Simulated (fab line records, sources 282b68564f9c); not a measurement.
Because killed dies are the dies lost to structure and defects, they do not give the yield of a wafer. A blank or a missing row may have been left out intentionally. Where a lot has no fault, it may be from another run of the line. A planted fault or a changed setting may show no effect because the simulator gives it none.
What tool caused it? -- flow rit-cmos -- 36 wafers from 12 lots sampled at 4 of the route's 202 steps

WHAT THE GAUGES SHOWED, per wafer
RIT_SPACER_THK_MEAS_04. Usual: for SPACER_NITRIDE_THK the level is 249.3 nm and the standard deviation is 2.7.
lot,measured,on,SPACER_NITRIDE_THK (nm),flag
L224,day 2 23:17,film-metro-02,248.4 246.0 248.8,
L225,day 3 03:33,film-metro-03,247.6 248.2 247.1,
L226,day 3 07:15,film-metro-04,247.7 248.3 249.3,
L227,day 3 13:01,film-metro-04,247.6 248.6 247.6,
L228,day 3 19:04,film-metro-02,251.5 250.7 251.7,
L229,day 4 05:56,film-metro-03,253.3 252.8 251.8,
L230,day 4 10:58,film-metro-02,255.3 253.6 255.4,
L231,day 4 11:19,film-metro-03,246.8 246.6 247.5,
L236,day 5 15:53,film-metro-03,147.8 147.8 148.8,OFF
L237,day 5 21:35,film-metro-03,149.3 149.3 149.7,OFF
L240,day 6 06:14,film-metro-03,248.3 248.6 249.9,
L247,day 7 17:11,film-metro-02,247.5 245.9 247.1,

EACH LOT AND THE TOOL THAT RAN IT (in order: tool; ch and the chambers of the sampled wafers; start)
lot,RIT_NRETRO_STRIP_09,RIT_PLDD_STRIP_09,RIT_SPACER_CVD_03
L224,"plasma-asher-01 ch 0,1, day 2 06:05","plasma-asher-02 ch 0,1, day 2 20:44","lpcvd-01 ch 1, day 2 21:22"
L225,"plasma-asher-04 ch 0,1, day 2 10:57","plasma-asher-04 ch 0,1, day 3 00:52","lpcvd-02 ch 0, day 3 01:38"
L226,"plasma-asher-01 ch 0,1, day 2 15:10","plasma-asher-04 ch 0,1, day 3 04:46","lpcvd-02 ch 0, day 3 05:19"
L227,"plasma-asher-01 ch 0,1, day 2 20:40","plasma-asher-04 ch 0,1, day 3 10:29","lpcvd-01 ch 0, day 3 11:05"
L228,"plasma-asher-01 ch 0,1, day 3 02:31","plasma-asher-04 ch 0,1, day 3 16:10","lpcvd-01 ch 1, day 3 17:09"
L229,"plasma-asher-02 ch 0,1, day 3 08:43","plasma-asher-04 ch 0,1, day 4 01:59","lpcvd-01 ch 1, day 4 03:04"
L230,"plasma-asher-01 ch 0,1, day 3 13:19","plasma-asher-04 ch 0,1, day 4 08:25","lpcvd-01 ch 0, day 4 09:02"
L231,"plasma-asher-02 ch 0,1, day 3 18:04","plasma-asher-02 ch 0, day 4 08:47","lpcvd-02 ch 0, day 4 09:23"
L236,"plasma-asher-02 ch 0,1, day 4 22:37","plasma-asher-04 ch 0,1, day 5 12:25","lpcvd-02 ch 0, day 5 13:01"
L237,"plasma-asher-04 ch 0,1, day 5 01:33","plasma-asher-04 ch 0,1, day 5 18:39","lpcvd-02 ch 1, day 5 19:40"
L240,"plasma-asher-02 ch 0,1, day 5 14:17","plasma-asher-02 ch 0,1, day 6 03:42","lpcvd-01 ch 1, day 6 04:18"
L247,"plasma-asher-04 ch 1, day 7 00:46","plasma-asher-04 ch 0,1, day 7 14:40","lpcvd-01 ch 0, day 7 15:16"
- RIT_NRETRO_STRIP_09: strips in O2, time 180 s.
- RIT_PLDD_STRIP_09: strips in O2, time 180 s.
- RIT_SPACER_CVD_03: deposits Si3N4 from SiH2Cl2/NH3, target thk 250 nm, time 3300 s.

WHAT THE TOOLS THEMSELVES READ (means of the sampled wafers that have a number; where no wafer has one, the mark that the record gives instead)
RIT_NRETRO_STRIP_09. Usual: drypump-motor-current-A 6.0 A, standard deviation 0.41; o2-flow-sccm 3998 sccm, standard deviation 11.
lot,tool,drypump-motor-current-A (A),o2-flow-sccm (sccm),flag
L224,plasma-asher-01,6.0,4003,
L225,plasma-asher-04,5.9,4000,
L226,plasma-asher-01,6.0,4009,
L227,plasma-asher-01,6.0,4000,
L228,plasma-asher-01,6.0,4006,
L229,plasma-asher-02,5.9,4003,
L230,plasma-asher-01,6.0,3992,
L231,plasma-asher-02,5.8,4004,
L236,plasma-asher-02,5.9,3993,
L237,plasma-asher-04,5.9,3996,
L240,plasma-asher-02,5.8,3991,
L247,plasma-asher-04,5.5,3999,

RIT_PLDD_STRIP_09. Usual: drypump-motor-current-A 6.0 A, standard deviation 0.55; o2-flow-sccm 4001 sccm, standard deviation 11.
lot,tool,drypump-motor-current-A (A),o2-flow-sccm (sccm),flag
L224,plasma-asher-02,5.8,3993,
L225,plasma-asher-04,5.9,3991,
L226,plasma-asher-04,5.9,4000,
L227,plasma-asher-04,5.9,3995,
L228,plasma-asher-04,6.4,4008,
L229,plasma-asher-04,6.4,4008,
L230,plasma-asher-04,5.9,3994,
L231,plasma-asher-02,6.0,3988,
L236,plasma-asher-04,6.4,4006,
L237,plasma-asher-04,6.4,3987,
L240,plasma-asher-02,5.9,3992,
L247,plasma-asher-04,5.9,4022,

RIT_SPACER_CVD_03. Usual: pressure-mtorr 300.1 mTorr, standard deviation 0.58; zone-power-centre-pct 36 %, standard deviation 4.
lot,tool,pressure-mtorr (mTorr),zone-power-centre-pct (%),flag
L224,lpcvd-01,300.4,40,
L225,lpcvd-02,300.0,30,
L226,lpcvd-02,299.9,30,
L227,lpcvd-01,299.7,39,
L228,lpcvd-01,299.8,40,
L229,lpcvd-01,301.2,40,
L230,lpcvd-01,300.2,39,
L231,lpcvd-02,300.5,30,
L236,lpcvd-02,300.0,30,
L237,lpcvd-02,299.6,37,
L240,lpcvd-01,300.7,39,
L247,lpcvd-01,300.5,40,

THE ANSWER, worked out from the rows above alone
Rule: a lot is off if the mean of its wafers that have a number lies more than 3 standard deviations from the usual mean. A lot without any number at a reading at which 4 lots or more have one is off too. Any other lot the step has rows for is counted as sound. The gauges are gone through in route order, then the tools' own readings, and for those a lot's mean is taken as printed above. At the first step where some lot is off, the reading lying furthest off is the one used; lots without a number count as furthest.
Off: L236, L237, at RIT_SPACER_THK_MEAS_04 (SPACER_NITRIDE_THK).
A tool fits if, at a process step before that reading, it ran every lot that is off, and no sound lot after the first of them. The gauges at RIT_SPACER_THK_MEAS_04 are tried like those tools. One fits: lpcvd-02 at RIT_SPACER_CVD_03. Its last sound lot is L231 (day 4 09:23), its first lot that is off L236 (day 5 13:01): a fault that began between those two fits.

WHAT HAD BEEN PUT IN BY THE SIMULATOR
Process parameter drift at RIT_SPACER_CVD_03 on lpcvd-02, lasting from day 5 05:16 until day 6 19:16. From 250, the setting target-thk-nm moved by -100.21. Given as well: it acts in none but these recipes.
Struck lots among those shown: L236, L237. Same finding as the rule above.
